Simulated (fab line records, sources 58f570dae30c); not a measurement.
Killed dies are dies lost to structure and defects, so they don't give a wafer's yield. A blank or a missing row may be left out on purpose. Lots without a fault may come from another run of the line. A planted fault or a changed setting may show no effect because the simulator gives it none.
fab line records | flow berkeley_cmos170
record lots=5 wafers=15 last_day=13
route steps=331 shown CONTACT@232 M1@238 V1@254
lots that met no fault: from a run of the same line without faults
start_h: hours from the record's first day to the start of the lot's first wafer shown | wait_h: hours since the lot's step before | " the same as in the row above | L1.1+2: a row that stands for several wafers | - no value, or no start given | * or withheld: withheld | < > ~ a bound
route shown NAME@n: a module of which the file shows steps, and the number in the route of the first | usual: mean/standard deviation of fault-free wafers | same: alike in all rows | chamber/n: place in a boat | sites: the reading at each site | _std_site: their standard deviation | _edge_site: outer sites' mean less inner sites' | radius_mm: how far each site lies from the wafer's centre | mask NAME#n: copy n | behind: the tool/chamber that last shaped the wafer | hold: why the lot was held/for how many hours/how that ended | device: the transistor (n, p or np) that didn't switch | end of line: the same wafers' tests at the end of the route | a step without rows: its recipe alone | killed: dies lost to structure and defects at the first sort, not the wafer's yield | map: a wafer's dies, x killed, . not, _ none there
set.NAME: the setting as run; set.NAME@STEP: as run at that earlier step | model.NAME: the simulator's own value behind a step, which no gauge read
lots at some steps of the route; a table a step, a row a wafer
services: from which hour (start_h, from the record's first day; less than 0 if before it) a tool's chamber was out of use, for how many hours, and why
## steps
# step UCB170_CONTACT_OVL_MEAS_16
# usual CONTACT_OVL=-1/6.5
# columns lot.wafer tool chamber start_h wait_h CONTACT_OVL[nm]
L079.1 overlay-01 - 193.79 0.1 -8
L079.3 " - " " -13
L079.6 " - " " -6
L081.1 overlay-02 - 204.52 0.1 -9
L081.2 " - " " -1
L081.5 " - " " -5
L083.1 overlay-01 - 220.81 0.1 -4
L083.2 " - " " 1
L083.6 " - " " 6
L088.2 overlay-02 - 249.52 0.1 -9
L088.4 " - " " -1
L088.5 " - " " -5
L097.1 overlay-02 - 299.98 0.1 -1
L097.2 " - " " -1
L097.5 " - " " 1
# step UCB170_CONTACT_ETCH_17
# recipe chemistry=N2/H2 target_depth_a=withheld overetch_a=withheld target=BARC time_s=withheld source_w=500 bias_w=100 pressure_mtorr=30 n2_flow_sccm=100 h2_flow_sccm=200
# usual drypump_motor_current_A=5.6/0.55 oes_product_au=1.001/0.02 throttle_valve_pct=13.33/0.14
# columns lot.wafer tool chamber start_h wait_h drypump_motor_current_A oes_product_au throttle_valve_pct
L079.1 rie_diel-02 2 193.83 0.0 5.1 0.974 13.48
L079.3 " 1 " " 5.0 0.971 13.10
L079.6 " 0 " " 5.8 1.030 13.44
L081.1 rie_diel-03 1 204.56 0.0 5.2 0.973 13.24
L081.2 " 3 " " 6.4 0.980 13.40
L081.5 " 3 " " 6.4 0.991 13.38
L083.1 rie_diel-03 2 220.85 0.0 6.1 1.019 13.22
L083.2 " 3 " " 6.4 0.986 13.38
L083.6 " 2 " " 6.1 1.021 13.22
L088.2 rie_diel-03 1 249.55 0.0 5.2 0.998 13.23
L088.4 " 0 " " 4.7 1.009 13.51
L088.5 " 0 " " 4.7 1.006 13.50
L097.1 rie_diel-01 0 300.02 0.0 6.1 1.005 12.96
L097.2 " 2 " " 5.5 1.000 13.33
L097.5 " 2 " " 5.4 0.990 13.36
# step UCB170_CONTACT_ETCH_18
# recipe chemistry=CHF3/CF4/Ar target=PSG stop_on=TiSi2 CHF3_flow_sccm=45 cf4_flow_sccm=15 Ar_flow_sccm=150 pressure_mtorr=200 rf_w=700 target_depth_a=8400 over_etch_frac=0.2 time_s=195
# usual CHF3_flow_sccm=45.00/0.14 drypump_motor_current_A=5.6/0.55 oes_product_au=0.899/0.0095 throttle_valve_pct=6.97/0.072
# columns lot.wafer tool chamber start_h wait_h CHF3_flow_sccm drypump_motor_current_A oes_product_au rf_hours_counter_h throttle_valve_pct
L079.1 rie_diel-02 2 - - 45.16 5.1 0.893 16 6.98
L079.3 " 1 " " 44.80 5.0 0.896 62 6.90
L079.6 " 0 " " 45.07 5.9 0.914 - 7.07
L081.1 rie_diel-03 1 - - 44.86 5.2 0.891 9 6.96
L081.2 " 3 " " 44.90 6.4 0.880 53 6.94
L081.5 " 3 " " 45.10 6.4 0.881 - 6.93
L083.1 rie_diel-03 2 - - 45.05 6.1 0.891 29 6.96
L083.2 " 3 " " 44.89 6.4 0.898 54 6.93
L083.6 " 2 " " 45.06 6.1 0.902 - 6.95
L088.2 rie_diel-03 1 - - 45.23 5.2 0.899 11 6.96
L088.4 " 0 " " 45.11 4.7 0.895 117 7.06
L088.5 " 0 " " 45.06 4.7 0.891 - 7.06
L097.1 rie_diel-01 0 - - 45.04 6.2 0.904 117 6.71
L097.2 " 2 " " 44.77 5.4 0.894 99 6.88
L097.5 " 2 " " 44.78 5.4 0.904 - 6.87
# step UCB170_CONTACT_STRIP_19
# recipe chemistry=O2 power_w=400 pressure_mtorr=3500 platen_temp_c=withheld o2_flow_sccm=400 overash_fraction=0.5
# usual drypump_motor_current_A=6.0/0.48 oes_product_au=0.725/0.0044
# columns lot.wafer tool chamber start_h wait_h drypump_motor_current_A oes_product_au rf_hours_counter_h
L079.1 plasma_asher-03 0 193.99 - 5.9 0.724 8
L079.3 " 0 " " 5.9 0.733 -
L079.6 " 0 " " 5.8 0.727 -
L081.1 plasma_asher-01 1 204.72 - 5.2 0.729 41
L081.2 " 0 " " 5.7 0.727 41
L081.5 " 0 " " 5.7 0.719 -
L083.1 plasma_asher-01 0 221.02 - 5.7 0.733 43
L083.2 " 1 " " 5.2 0.722 43
L083.6 " 0 " " 5.7 0.723 -
L088.2 plasma_asher-02 1 249.72 - 6.1 0.728 54
L088.4 " 0 " " 6.7 0.724 -
L088.5 " 0 " " 6.7 0.726 -
L097.1 plasma_asher-03 0 300.19 - 5.8 0.731 19
L097.2 " 1 " " 6.2 0.727 19
L097.5 " 0 " " 5.8 0.732 -
# step UCB170_CONTACT_CD_MEAS_90
# recipe target_cd_nm=700
# usual cd_nm=699.7/1.7
# columns lot.wafer tool chamber start_h wait_h cd_nm
L079.1 cd_sem-01 - 194.09 0.1 701.9
L079.3 " - " " 702.3
L079.6 " - " " 704.5
L081.1 cd_sem-02 - 204.82 0.1 700.0
L081.2 " - " " 701.4
L081.5 " - " " 699.2
L083.1 cd_sem-01 - 221.12 0.1 700.1
L083.2 " - " " 697.5
L083.6 " - " " 700.2
L088.2 cd_sem-02 - 249.84 0.1 698.0
L088.4 " - " " 700.7
L088.5 " - " " 700.3
L097.1 cd_sem-02 - 300.29 0.1 696.5
L097.2 " - " " 698.0
L097.5 " - " " 696.8
# step UCB170_CONTACT_CLEAN_20
# recipe chemistry=SPM temp_c=120 time_s=600
# usual temp_c=120.01/0.12
# columns lot.wafer tool chamber start_h wait_h temp_c
L079.1 wet_bench-01 3 194.21 0.1 119.93
L079.3 " 3 " " 119.86
L079.6 " 3 " " 119.87
L081.1 wet_bench-02 2 204.94 0.1 120.17
L081.2 " 2 " " 120.08
L081.5 " 2 " " 120.25
L083.1 wet_bench-01 2 221.24 0.1 119.98
L083.2 " 2 " " 120.06
L083.6 " 2 " " 120.03
L088.2 wet_bench-04 3 249.94 0.1 119.94
L088.4 " 3 " " 119.86
L088.5 " 3 " " 120.12
L097.1 wet_bench-04 1 300.41 0.1 120.23
L097.2 " 1 " " 120.01
L097.5 " 1 " " 120.24
# step UCB170_M1_SPUTTER_00
# recipe material=Al target_thk_nm=600 time_s=80 power_w=6000 chamber_pressure_pa=0.5
# usual throttle_valve_pct=29.7/0.82
# columns lot.wafer tool chamber start_h wait_h throttle_valve_pct
L079.1 pvd_sputter-04 - 194.39 0.0 28.4
L079.3 " - " " 29.9
L079.6 " - " " 28.4
L081.1 pvd_sputter-04 - 205.12 0.0 29.9
L081.2 " - " " 28.4
L081.5 " - " " 28.5
L083.1 pvd_sputter-04 - 221.41 0.0 29.5
L083.2 " - " " 29.9
L083.6 " - " " 28.3
L088.2 pvd_sputter-03 - 250.13 0.0 29.7
L088.4 " - " " 29.0
L088.5 " - " " 28.9
L097.1 pvd_sputter-02 - 300.58 0.0 29.5
L097.2 " - " " 29.9
L097.5 " - " " 30.3
# step UCB170_M1_RS_MEAS_01
# recipe thk_meas_gauge=four-point-probe reads=Al_of_M1_SPUTTER_00
# usual M1_AL_RS=0.0487/0.00054
# columns lot.wafer tool chamber start_h wait_h M1_AL_RS[ohm/sq]
L079.1 film_metro-03 - 194.45 0.0 0.0484
L079.3 " - " " 0.0487
L079.6 " - " " 0.0487
L081.1 film_metro-02 - 205.18 0.0 0.0480
L081.2 " - " " 0.0480
L081.5 " - " " 0.0482
L083.1 film_metro-02 - 221.47 0.0 0.0478
L083.2 " - " " 0.0478
L083.6 " - " " 0.0477
L088.2 film_metro-02 - 250.21 0.1 0.0490
L088.4 " - " " 0.0489
L088.5 " - " " 0.0484
L097.1 film_metro-01 - 300.64 0.0 0.0490
L097.2 " - " " 0.0494
L097.5 " - " " 0.0495
# step UCB170_M1_THK_MEAS_02
# recipe thk_meas_gauge=xrf reads=Al_of_M1_SPUTTER_00
# usual M1_AL_THK=589/6.4
# columns lot.wafer tool chamber start_h wait_h M1_AL_THK[nm]
L079.1 film_metro-03 - 194.57 0.1 591
L079.3 " - " " 592
L079.6 " - " " 587
L081.1 film_metro-02 - 205.30 0.1 594
L081.2 " - " " 592
L081.5 " - " " 597
L083.1 film_metro-02 - 221.59 0.1 593
L083.2 " - " " 595
L083.6 " - " " 597
L088.2 film_metro-02 - 250.32 0.1 582
L088.4 " - " " 584
L088.5 " - " " 592
L097.1 film_metro-01 - 300.76 0.1 588
L097.2 " - " " 582
L097.5 " - " " 581
# step UCB170_M1_COAT_03
# recipe resist=BARC temp_c=withheld time_s=withheld spin_rpm=3000 resist_thk_nm=withheld
# columns lot.wafer tool chamber start_h wait_h
L079.1+3+6 litho_track-02 0 194.63 0.1
L081.1+2+5 litho_track-04 0 205.36 0.1
L083.1+2+6 litho_track-04 0 221.65 0.1
L088.2+4+5 litho_track-04 0 250.40 0.1
L097.1+2+5 litho_track-04 0 301.08 0.3
# step UCB170_M1_COAT_04
# recipe resist=KrF spin_rpm=1500 resist_thk_nm=900
# columns lot.wafer tool chamber start_h wait_h
L079.1+3+6 litho_track-02 0 - -
L081.1+2+5 litho_track-04 0 - -
L083.1+2+6 litho_track-04 0 - -
L088.2+4+5 litho_track-04 0 - -
L097.1+2+5 litho_track-04 0 - -
# step UCB170_M1_SOFTBAKE_05
# recipe resist=KrF temp_c=130 time_s=60
# usual plate_temp_C=129.99/0.14
# columns lot.wafer tool chamber start_h wait_h plate_temp_C
L079.1 litho_track-02 0 - - 130.00
L079.3 " 0 " " 129.92
L079.6 " 0 " " 129.88
L081.1 litho_track-04 0 - - 130.08
L081.2 " 0 " " 129.96
L081.5 " 0 " " 129.92
L083.1 litho_track-04 0 - - 129.93
L083.2 " 0 " " 130.01
L083.6 " 0 " " 129.95
L088.2 litho_track-04 0 - - 130.13
L088.4 " 0 " " 129.91
L088.5 " 0 " " 130.11
L097.1 litho_track-04 0 - - 129.93
L097.2 " 0 " " 129.91
L097.5 " 0 " " 130.40
# step UCB170_M1_EXPOSE_06
# recipe mask_id=METAL1 target_cd_nm=700 na=0.5 sigma_outer=0.6 source_shape=conventional dose_mj=21
# usual exposure_dose_mJ_cm2=21.01/0.066
# columns lot.wafer tool chamber start_h wait_h mask exposure_dose_mJ_cm2
L079.1 krf_scanner-01 0 195.20 - METAL1#0 20.93
L079.3 " 0 " " METAL1#0 20.94
L079.6 " 0 " " METAL1#0 20.92
L081.1 krf_scanner-02 0 205.93 - METAL1#0 20.94
L081.2 " 0 " " METAL1#0 20.97
L081.5 " 0 " " METAL1#0 20.96
L083.1 krf_scanner-01 0 222.10 - METAL1#0 20.96
L083.2 " 0 " " METAL1#0 21.00
L083.6 " 0 " " METAL1#0 20.92
L088.2 krf_scanner-01 0 250.84 - METAL1#0 20.98
L088.4 " 0 " " METAL1#0 21.01
L088.5 " 0 " " METAL1#0 20.96
L097.1 krf_scanner-01 0 301.53 - METAL1#0 20.98
L097.2 " 0 " " METAL1#0 20.99
L097.5 " 0 " " METAL1#0 20.97
# step UCB170_M1_PEB_07
# recipe peb_temp_c=130 peb_time_s=withheld resist=KrF
# usual plate_temp_C=130.05/0.13
# columns lot.wafer tool chamber start_h wait_h plate_temp_C
L079.1 litho_track-02 0 195.32 0.1 130.12
L079.3 " 0 " " 130.15
L079.6 " 0 " " 130.00
L081.1 litho_track-02 0 206.05 0.1 130.21
L081.2 " 0 " " 130.13
L081.5 " 0 " " 130.04
L083.1 litho_track-03 0 222.28 0.2 130.06
L083.2 " 0 " " 129.99
L083.6 " 0 " " 130.23
L088.2 litho_track-04 0 250.96 0.1 129.92
L088.4 " 0 " " 129.84
L088.5 " 0 " " 129.96
L097.1 litho_track-02 0 301.65 0.1 129.94
L097.2 " 0 " " 129.95
L097.5 " 0 " " 129.90
# step UCB170_M1_DEVELOP_08
# recipe developer=TMAH develop_time_s=45 resist=KrF dev_temp_c=21
# columns lot.wafer tool chamber start_h wait_h
L079.1+3+6 litho_track-02 0 - -
L081.1+2+5 litho_track-02 0 - -
L083.1+2+6 litho_track-03 0 - -
L088.2+4+5 litho_track-04 0 - -
L097.1+2+5 litho_track-02 0 - -
# step UCB170_M1_CD_MEAS_09
# recipe target_cd_nm=700
# usual cd_nm=700.0/1.9
# columns lot.wafer tool chamber start_h wait_h cd_nm
L079.1 cd_sem-01 - 195.60 - 699.7
L079.3 " - " " 699.7
L079.6 " - " " 697.8
L081.1 cd_sem-01 - 206.33 - 701.0
L081.2 " - " " 699.3
L081.5 " - " " 699.6
L083.1 cd_sem-02 - 222.55 - 700.2
L083.2 " - " " 700.7
L083.6 " - " " 699.8
L088.2 cd_sem-02 - 251.23 - 697.1
L088.4 " - " " 696.7
L088.5 " - " " 696.6
L097.1 cd_sem-02 - 302.41 - 697.3
L097.2 " - " " 695.8
L097.5 " - " " 696.6
# step UCB170_M1_OVL_MEAS_10
# usual M1_OVL=-6/5.8
# columns lot.wafer tool chamber start_h wait_h M1_OVL[nm]
L079.1 overlay-02 - 195.72 0.1 -5
L079.3 " - " " -12
L079.6 " - " " -16
L081.1 overlay-02 - 206.45 0.1 -5
L081.2 " - " " -7
L081.5 " - " " 3
L083.1 overlay-01 - 222.67 0.1 -6
L083.2 " - " " -4
L083.6 " - " " -9
L088.2 overlay-02 - 251.34 0.1 0
L088.4 " - " " -2
L088.5 " - " " -10
L097.1 overlay-02 - 302.53 0.1 -9
L097.2 " - " " -10
L097.5 " - " " -11
# step UCB170_M1_ETCH_11
# recipe chemistry=N2/H2 target_depth_a=withheld overetch_a=withheld target=BARC time_s=withheld source_w=500 bias_w=100 pressure_mtorr=30 n2_flow_sccm=100 h2_flow_sccm=200
# usual drypump_motor_current_A=5.7/0.42 oes_product_au=1.000/0.023 throttle_valve_pct=13.23/0.19
# columns lot.wafer tool chamber start_h wait_h drypump_motor_current_A oes_product_au throttle_valve_pct
L079.1 rie_diel-01 0 195.75 0.0 6.2 1.017 12.97
L079.3 " 1 " " 6.0 1.022 13.40
L079.6 " 1 " " 6.0 1.023 13.41
L081.1 rie_diel-02 1 206.48 0.0 5.0 0.961 13.12
L081.2 " 3 " " 5.8 1.020 13.41
L081.5 " 0 " " 5.8 1.029 13.45
L083.1 rie_diel-04 3 222.71 0.0 6.3 0.976 13.21
L083.2 " 2 " " 5.9 1.034 12.99
L083.6 " 3 " " 6.3 0.977 13.19
L088.2 rie_diel-01 0 251.37 0.0 6.1 1.015 12.96
L088.4 " 3 " " 5.9 1.001 13.33
L088.5 " 2 " " 5.5 0.995 13.34
L097.1 rie_diel-04 3 302.57 0.0 6.3 0.967 13.21
L097.2 " 1 " " 5.0 0.991 12.93
L097.5 " 0 " " 5.7 0.976 13.11
# step UCB170_M1_METAL_ETCH_12
# recipe chemistry=Cl2/BCl3 target=Al stop_on=PSG pressure_mtorr=12 target_depth_a=7800 over_etch_frac=0.3 time_s=130 icp_w=600 bias_w=120 Cl2_flow_sccm=90 bcl3_flow_sccm=45
# usual drypump_motor_current_A=6.2/0.34 oes_product_au=0.854/0.014 throttle_valve_pct=24.29/0.19
# columns lot.wafer tool chamber start_h wait_h drypump_motor_current_A oes_product_au rf_hours_counter_h throttle_valve_pct
L079.1 rie_metal-03 1 195.79 - 6.7 0.848 3.5 24.41
L079.3 " 1 " " 6.7 0.842 - 24.39
L079.6 " 1 " " 6.7 0.847 - 24.40
L081.1 rie_metal-01 0 206.52 - 6.1 0.844 8.9 24.08
L081.2 " 1 " " 6.0 0.886 6.7 24.64
L081.5 " 0 " " 6.1 0.847 - 24.07
L083.1 rie_metal-01 0 222.75 - 6.1 0.853 9.3 24.08
L083.2 " 1 " " 6.0 0.882 7.1 24.64
L083.6 " 0 " " 6.1 0.854 - 24.07
L088.2 rie_metal-01 1 251.41 - 6.0 0.875 7.6 24.64
L088.4 " 0 " " 6.1 0.840 - 24.07
L088.5 " 1 " " 6.0 0.882 - 24.64
L097.1 rie_metal-01 0 302.61 - 6.1 0.843 10.7 24.07
L097.2 " 1 " " 6.0 0.875 8.5 24.66
L097.5 " 1 " " 6.0 0.868 - 24.65
# step UCB170_M1_STRIP_13
# recipe chemistry=O2 power_w=400 pressure_mtorr=3500 platen_temp_c=withheld o2_flow_sccm=400 overash_fraction=0.5
# usual drypump_motor_current_A=5.9/0.44 oes_product_au=0.720/0.0051
# columns lot.wafer tool chamber start_h wait_h drypump_motor_current_A oes_product_au rf_hours_counter_h
L079.1 plasma_asher-03 0 196.06 0.2 5.8 0.715 9
L079.3 " 0 " " 5.9 0.714 -
L079.6 " 1 " " 6.2 0.725 -
L081.1 plasma_asher-04 0 206.66 0.1 5.4 0.721 46
L081.2 " 1 " " 5.3 0.716 46
L081.5 " 0 " " 5.4 0.712 -
L083.1 plasma_asher-02 1 222.93 0.1 6.0 0.718 51
L083.2 " 0 " " 6.7 0.717 51
L083.6 " 0 " " 6.7 0.718 -
L088.2 plasma_asher-02 1 251.55 0.1 6.1 0.719 54
L088.4 " 1 " " 6.1 0.718 -
L088.5 " 0 " " 6.7 0.717 -
L097.1 plasma_asher-03 1 302.75 0.1 6.2 0.719 20
L097.2 " 0 " " 5.8 0.720 20
L097.5 " 0 " " 5.9 0.723 -
# step UCB170_M1_CD_MEAS_90
# recipe target_cd_nm=700
# usual cd_nm=700.2/2.7
# columns lot.wafer tool chamber start_h wait_h cd_nm
L079.1 cd_sem-01 - 196.16 0.1 699.2
L079.3 " - " " 700.2
L079.6 " - " " 698.8
L081.1 cd_sem-02 - 206.76 0.1 700.6
L081.2 " - " " 700.0
L081.5 " - " " 699.5
L083.1 cd_sem-01 - 223.03 0.1 702.8
L083.2 " - " " 702.6
L083.6 " - " " 701.9
L088.2 cd_sem-02 - 251.67 0.1 700.1
L088.4 " - " " 701.1
L088.5 " - " " 698.8
L097.1 cd_sem-02 - 303.01 0.2 700.7
L097.2 " - " " 695.8
L097.5 " - " " 698.0
# step UCB170_M1_ANNEAL_14
# recipe temp_c=400 time_s=1200 ambient=forming_gas
# columns lot.wafer tool chamber start_h wait_h
L079.1+3+6 furnace-03 0 196.54 0.4
L081.1+2+5 furnace-03 0 207.89 1.1
L083.1+2+6 furnace-03 0 223.79 0.7
L088.2+4+5 furnace-03 0 251.77 0.1
L097.1+2+5 furnace-03 0 303.13 0.1
# step UCB170_V1_CVD_00
# recipe material=SiO2 target_thk_nm=2000 temp_c=390 precursor=TEOS/O2 time_s=250 rf_w=550 pressure_mtorr=9000
# usual heater_power_w=256/51
# columns lot.wafer tool chamber start_h wait_h heater_power_w
L079.1 pecvd-04 2 197.88 0.0 247
L079.3 " 0 " " 287
L079.6 " 0 " " 205
L081.1 pecvd-04 2 209.22 0.0 281
L081.2 " 0 " " 273
L081.5 " 1 " " 197
L083.1 pecvd-01 1 225.13 0.0 345
L083.2 " 0 " " 296
L083.6 " 0 " " 219
L088.2 pecvd-04 1 253.10 0.0 263
L088.4 " 2 " " 239
L088.5 " 0 " " 196
L097.1 pecvd-03 0 304.47 0.0 222
L097.2 " 1 " " 279
L097.5 " 1 " " 212
# step UCB170_V1_THK_MEAS_01
# recipe reads=SiO2_of_V1_CVD_00
# usual V1_TEOS_THK=1995/28
# columns lot.wafer tool chamber start_h wait_h V1_TEOS_THK[nm]
L079.1 film_metro-03 - 198.03 0.1 1987
L079.3 " - " " 2007
L079.6 " - " " 2061
L081.1 film_metro-01 - 209.38 0.1 1987
L081.2 " - " " 2016
L081.5 " - " " 2038
L083.1 film_metro-01 - 225.28 0.1 1997
L083.2 " - " " 1987
L083.6 " - " " 2018
L088.2 film_metro-04 - 253.26 0.1 1956
L088.4 " - " " 1989
L088.5 " - " " 1993
L097.1 film_metro-03 - 304.62 0.1 1979
L097.2 " - " " 1982
L097.5 " - " " 2003
# step UCB170_V1_CMP_02
# recipe material=SiO2 down_force_psi=6 platen_rpm=60 pad_velocity_m_s=0.75398
# usual motor_current_A=16.8/1.3 retaining_ring_pressure_frac=0.999/0.0044
# columns lot.wafer tool chamber start_h wait_h motor_current_A retaining_ring_pressure_frac
L079.1 cmp-02 0 198.14 0.1 18.4 0.994
L079.3 " 2 " " 17.4 1.010
L079.6 " 0 " " 18.5 0.993
L081.2 cmp-02 3 209.44 0.0 15.9 0.993
L081.1 " 0 " " 19.4 0.999
L081.5 " 3 " " 16.2 1.001
L083.2 cmp-01 0 225.39 0.1 16.0 1.003
L083.1 " 1 " " 16.2 0.990
L083.6 " 3 " " 16.7 1.004
L088.4 cmp-02 3 253.31 0.0 16.2 1.001
L088.2 " 2 " " 18.4 0.999
L088.5 " 0 " " 19.0 0.998
L097.2 cmp-02 0 304.68 0.0 19.4 0.996
L097.1 " 3 " " 15.9 1.001
L097.5 " 1 " " 17.7 1.002
# step UCB170_V1_BOW_MEAS_03
# recipe mode=bow
# usual V1_BOW=19/6.8
# columns lot.wafer tool chamber start_h wait_h V1_BOW[um]
L079.1 film_metro-01 - 198.39 0.2 20
L079.3 " - " " 13
L079.6 " - " " 6
L081.1 film_metro-04 - 209.74 0.2 16
L081.2 " - " " 11
L081.5 " - " " 13
L083.1 film_metro-01 - 225.64 0.1 7
L083.2 " - " " -1
L083.6 " - " " 8
L088.2 film_metro-01 - 253.63 0.1 23
L088.4 " - " " 27
L088.5 " - " " 9
L097.1 film_metro-04 - 304.98 0.1 14
L097.2 " - " " 22
L097.5 " - " " 16
# step UCB170_V1_THK_MEAS_04
# recipe reads=SiO2_of_V1_CVD_00
# usual V1_POLISHED_THK=1000.2/1.2
# columns lot.wafer tool chamber start_h wait_h V1_POLISHED_THK[nm]
L079.1 film_metro-01 - 198.51 0.1 999.0
L079.3 " - " " 1001.1
L079.6 " - " " 999.6
L081.1 film_metro-04 - 209.86 0.1 998.7
L081.2 " - " " 1000.1
L081.5 " - " " 1000.4
L083.1 film_metro-01 - 225.76 0.1 1000.6
L083.2 " - " " 1000.1
L083.6 " - " " 999.7
L088.2 film_metro-01 - 253.74 0.1 1001.3
L088.4 " - " " 1002.4
L088.5 " - " " 1000.5
L097.1 film_metro-04 - 305.10 0.1 1001.8
L097.2 " - " " 999.3
L097.5 " - " " 1000.3
# step UCB170_V1_CLEAN_05
# recipe chemistry=DIW
# columns lot.wafer tool chamber start_h wait_h
L079.1+3+6 wet_bench-01 2 198.57 0.1
L081.1+2+5 wet_bench-01 2 210.41 0.5
L083.1+2+6 wet_bench-01 0 227.89 2.1
L088.2+4+5 wet_bench-02 3 253.79 0.0
L097.1+2+5 wet_bench-02 2 305.16 0.1
# step UCB170_V1_HMDS_06
# recipe prime_time_s=60 prime_temp_c=100
# columns lot.wafer tool chamber start_h wait_h
L079.1+3+6 litho_track-04 0 198.75 0.0
L081.1+2+5 litho_track-02 0 210.63 0.0
L083.1+2+6 litho_track-02 0 228.27 0.2
L088.2+4+5 litho_track-04 0 253.99 0.0
L097.1+2+5 litho_track-01 0 305.35 0.0
# step UCB170_V1_COAT_07
# recipe resist=KrF spin_rpm=1500 resist_thk_nm=900
# columns lot.wafer tool chamber start_h wait_h
L079.1+3+6 litho_track-04 0 198.90 0.1
L081.1+2+5 litho_track-02 0 210.78 0.1
L083.1+2+6 litho_track-02 0 228.42 0.1
L088.2+4+5 litho_track-04 0 254.14 0.1
L097.1+2+5 litho_track-01 0 305.50 0.1
# step UCB170_V1_SOFTBAKE_08
# recipe resist=KrF temp_c=130 time_s=60
# usual plate_temp_C=129.99/0.15
# columns lot.wafer tool chamber start_h wait_h plate_temp_C
L079.1 litho_track-04 0 199.05 0.1 130.25
L079.3 " 0 " " 129.98
L079.6 " 0 " " 130.16
L081.1 litho_track-02 0 210.93 0.1 129.87
L081.2 " 0 " " 130.00
L081.5 " 0 " " 130.11
L083.1 litho_track-02 0 228.57 0.1 129.97
L083.2 " 0 " " 129.91
L083.6 " 0 " " 129.72
L088.2 litho_track-04 0 254.29 0.1 129.83
L088.4 " 0 " " 129.98
L088.5 " 0 " " 130.01
L097.1 litho_track-01 0 305.65 0.1 129.80
L097.2 " 0 " " 129.95
L097.5 " 0 " " 129.91
# step UCB170_V1_EXPOSE_09
# recipe mask_id=VIA1 target_cd_nm=700 na=0.5 sigma_outer=0.6 source_shape=conventional dose_mj=37
# usual exposure_dose_mJ_cm2=37.03/0.11
# columns lot.wafer tool chamber start_h wait_h mask exposure_dose_mJ_cm2
L079.1 krf_scanner-02 0 199.20 0.1 VIA1#0 37.01
L079.3 " 0 " " VIA1#0 37.00
L079.6 " 0 " " VIA1#0 37.05
L081.1 krf_scanner-01 0 211.40 0.5 VIA1#0 37.01
L081.2 " 0 " " VIA1#0 36.97
L081.5 " 0 " " VIA1#0 36.96
L083.1 krf_scanner-02 0 228.88 0.3 VIA1#0 36.96
L083.2 " 0 " " VIA1#0 36.98
L083.6 " 0 " " VIA1#0 36.98
L088.2 krf_scanner-01 0 254.44 0.1 VIA1#0 37.00
L088.4 " 0 " " VIA1#0 36.92
L088.5 " 0 " " VIA1#0 36.98
L097.1 krf_scanner-01 0 305.80 0.1 VIA1#0 36.93
L097.2 " 0 " " VIA1#0 36.95
L097.5 " 0 " " VIA1#0 36.99
# step UCB170_V1_PEB_10
# recipe peb_temp_c=130 peb_time_s=withheld resist=KrF
# usual plate_temp_C=130.04/0.14
# columns lot.wafer tool chamber start_h wait_h plate_temp_C
L079.1 litho_track-04 0 199.32 0.1 129.79
L079.3 " 0 " " 129.87
L079.6 " 0 " " 129.83
L081.1 litho_track-01 0 211.74 0.3 130.17
L081.2 " 0 " " 130.17
L081.5 " 0 " " 129.87
L083.1 litho_track-02 0 229.27 0.4 130.22
L083.2 " 0 " " 130.11
L083.6 " 0 " " 130.18
L088.2 litho_track-02 0 254.56 0.1 130.06
L088.4 " 0 " " 129.88
L088.5 " 0 " " 130.06
L097.1 litho_track-02 0 305.92 0.1 129.91
L097.2 " 0 " " 129.89
L097.5 " 0 " " 130.12
# step UCB170_V1_DEVELOP_11
# recipe developer=TMAH develop_time_s=45 resist=KrF dev_temp_c=21
# columns lot.wafer tool chamber start_h wait_h
L079.1+3+6 litho_track-04 0 - -
L081.1+2+5 litho_track-01 0 - -
L083.1+2+6 litho_track-02 0 - -
L088.2+4+5 litho_track-02 0 - -
L097.1+2+5 litho_track-02 0 - -
# step UCB170_V1_CD_MEAS_12
# recipe target_cd_nm=700
# usual cd_nm=700.1/1.2
# columns lot.wafer tool chamber start_h wait_h cd_nm
L079.1 cd_sem-01 - 199.59 - 700.6
L079.3 " - " " 700.8
L079.6 " - " " 699.9
L081.1 cd_sem-01 - 212.01 - 699.4
L081.2 " - " " 699.5
L081.5 " - " " 700.4
L083.1 cd_sem-01 - 229.54 - 698.4
L083.2 " - " " 698.7
L083.6 " - " " 698.7
L088.2 cd_sem-02 - 254.85 - 700.4
L088.4 " - " " 699.3
L088.5 " - " " 699.7
L097.1 cd_sem-01 - 306.20 - 700.4
L097.2 " - " " 700.5
L097.5 " - " " 699.8
# step UCB170_V1_OVL_MEAS_13
# usual V1_OVL=-2/5.1
# columns lot.wafer tool chamber start_h wait_h V1_OVL[nm]
L079.1 overlay-02 - 199.71 0.1 -8
L079.3 " - " " -2
L079.6 " - " " -2
L081.1 overlay-01 - 212.13 0.1 4
L081.2 " - " " -3
L081.5 " - " " -4
L083.1 overlay-01 - 229.67 0.1 4
L083.2 " - " " -2
L083.6 " - " " -2
L088.2 overlay-02 - 254.96 0.1 -2
L088.4 " - " " 2
L088.5 " - " " 8
L097.1 overlay-01 - 306.32 0.1 8
L097.2 " - " " 1
L097.5 " - " " 8
## services
# columns tool chamber start_h hours kind
rie_metal-01 1 170.32 11.7 repair
krf_scanner-02 - 179.03 1.0 pm
rie_metal-01 - 183.74 2.8 pm
pecvd-04 - 186.89 0.5 repair
rie_diel-03 - 190.23 2.0 repair
krf_scanner-01 - 191.35 1.0 pm
rie_metal-01 - 198.76 0.4 repair
cmp-02 - 200.69 3.8 repair
rie_diel-02 2 205.61 3.8 repair
pecvd-04 - 216.30 2.5 repair
krf_scanner-01 - 221.00 0.4 repair
cmp-02 - 232.00 4.0 pm
rie_diel-03 - 239.31 0.2 repair
krf_scanner-01 - 241.12 0.9 repair
pecvd-04 - 242.15 2.8 pm
krf_scanner-02 - 244.04 0.8 pm
wet_bench-01 - 245.67 3.8 repair
rie_diel-01 - 247.67 0.4 repair
rie_diel-02 1 260.36 2.8 repair
rie_diel-03 - 269.70 0.4 repair
rie_diel-02 3 272.13 3.3 repair
rie_diel-01 0 287.04 6.3 repair
rie_diel-01 3 295.33 8.3 repair
krf_scanner-01 - 298.55 0.8 pm
## key
fault none
